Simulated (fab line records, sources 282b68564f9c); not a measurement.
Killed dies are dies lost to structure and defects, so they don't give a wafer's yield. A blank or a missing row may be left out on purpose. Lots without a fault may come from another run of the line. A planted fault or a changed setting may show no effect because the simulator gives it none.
fab line records | flow rit_cmos
record lots=14 wafers=42 last_day=7
route steps=202 shown ACTIVE@8
lots that met no fault: from a run of the same line without faults
start_h: hours from the record's first day to the start of the lot's first wafer shown | wait_h: hours since the lot's step before | " the same as in the row above | L1.1+2: a row that stands for several wafers | - no value, or no start given | * or withheld: withheld | < > ~ a bound
route shown NAME@n: a module of which the file shows steps, and the number in the route of the first | usual: mean/standard deviation of fault-free wafers | same: alike in all rows | chamber/n: place in a boat | sites: the reading at each site | _std_site: their standard deviation | _edge_site: outer sites' mean less inner sites' | radius_mm: how far each site lies from the wafer's centre | mask NAME#n: copy n | behind: the tool/chamber that last shaped the wafer | hold: why the lot was held/for how many hours/how that ended | device: the transistor (n, p or np) that didn't switch | end of line: the same wafers' tests at the end of the route | a step without rows: its recipe alone | killed: dies lost to structure and defects at the first sort, not the wafer's yield | map: a wafer's dies, x killed, . not, _ none there
set.NAME: the setting as run; set.NAME@STEP: as run at that earlier step | model.NAME: the simulator's own value behind a step, which no gauge read
steps of the route over a sample of lots; a table a step, a row a wafer
## steps
# step RIT_ACTIVE_SOFTBAKE_07
# recipe resist=NOVOLAK temp_c=90 time_s=60
# usual heater_power_total_W=34.56/0.05 run_length_s=88.89/0.17
# columns lot.wafer tool chamber start_h wait_h heater_power_total_W run_length_s
L476.1 litho_track-04 0 15.33 0.1 34.54 88.83
L476.4 " 0 " " 34.57 89.08
L476.5 " 0 " " 34.50 88.95
L477.2 litho_track-04 0 20.44 0.1 34.57 88.77
L477.3 " 0 " " 34.63 88.78
L477.6 " 0 " " 34.64 88.91
L478.1 litho_track-01 0 25.34 0.1 34.60 88.84
L478.2 " 0 " " 34.51 88.65
L478.3 " 0 " " 34.53 88.98
L480.1 litho_track-03 0 33.95 0.1 34.57 89.08
L480.2 " 0 " " 34.57 89.01
L480.5 " 0 " " 34.59 88.96
L481.3 litho_track-04 0 38.94 0.1 34.61 88.78
L481.5 " 0 " " 34.48 88.80
L481.6 " 0 " " 34.60 88.91
L482.2 litho_track-04 0 44.98 0.1 34.58 88.93
L482.3 " 0 " " 34.51 88.82
L482.5 " 0 " " 34.52 88.90
L484.1 litho_track-01 0 56.20 0.1 34.62 88.92
L484.4 " 0 " " 34.60 88.66
L484.5 " 0 " " 34.54 88.89
L488.1 litho_track-04 0 75.91 0.1 35.93 81.78
L488.3 " 0 " " 35.91 81.50
L488.4 " 0 " " 35.91 81.52
L490.4 litho_track-04 0 84.35 0.1 35.92 81.55
L490.5 " 0 " " 35.95 81.51
L490.6 " 0 " " 35.98 81.62
L492.1 litho_track-01 0 96.47 0.1 34.62 88.86
L492.3 " 0 " " 34.56 88.64
L492.6 " 0 " " 34.53 88.90
L493.2 litho_track-03 0 99.94 0.1 34.49 89.01
L493.3 " 0 " " 34.57 88.99
L493.4 " 0 " " 34.62 89.33
L495.1 litho_track-03 0 109.71 0.1 34.58 89.05
L495.3 " 0 " " 34.51 89.06
L495.6 " 0 " " 34.57 89.15
L496.1 litho_track-03 0 115.48 0.1 34.54 89.40
L496.2 " 0 " " 34.54 89.06
L496.6 " 0 " " 34.60 89.08
L499.1 litho_track-03 0 128.89 0.1 34.47 89.16
L499.2 " 0 " " 34.63 89.05
L499.6 " 0 " " 34.54 89.42
## key
first_sign step=RIT_ACTIVE_SOFTBAKE_07 reading=run_length_s direction=down sigmas=42 usual=* struck=*
effect step=RIT_ACTIVE_SOFTBAKE_07 reading=heater_power_total_W direction=up sigmas=28 usual=34.56 struck=35.93
met_at RIT_ACTIVE_SOFTBAKE_07
struck_lots L488,L490
tester_left_out L488,L490
onset_between 44.98 75.91
fault kind=process_parameter_drift tool=litho_track-04 chamber=- onset_h=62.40 steps=RIT_ACTIVE_SOFTBAKE_07 channel=time_s offset=* shape=step end_h=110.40 acts_in=* stated=*
# tester_left_out: of these lots the tester's yield and bins aren't shown, on N5 and GAA mostly nor the transistor test; their killed dies are dies lost to structure and defects alone, not to doping, threshold or leakage, so they don't give the yield
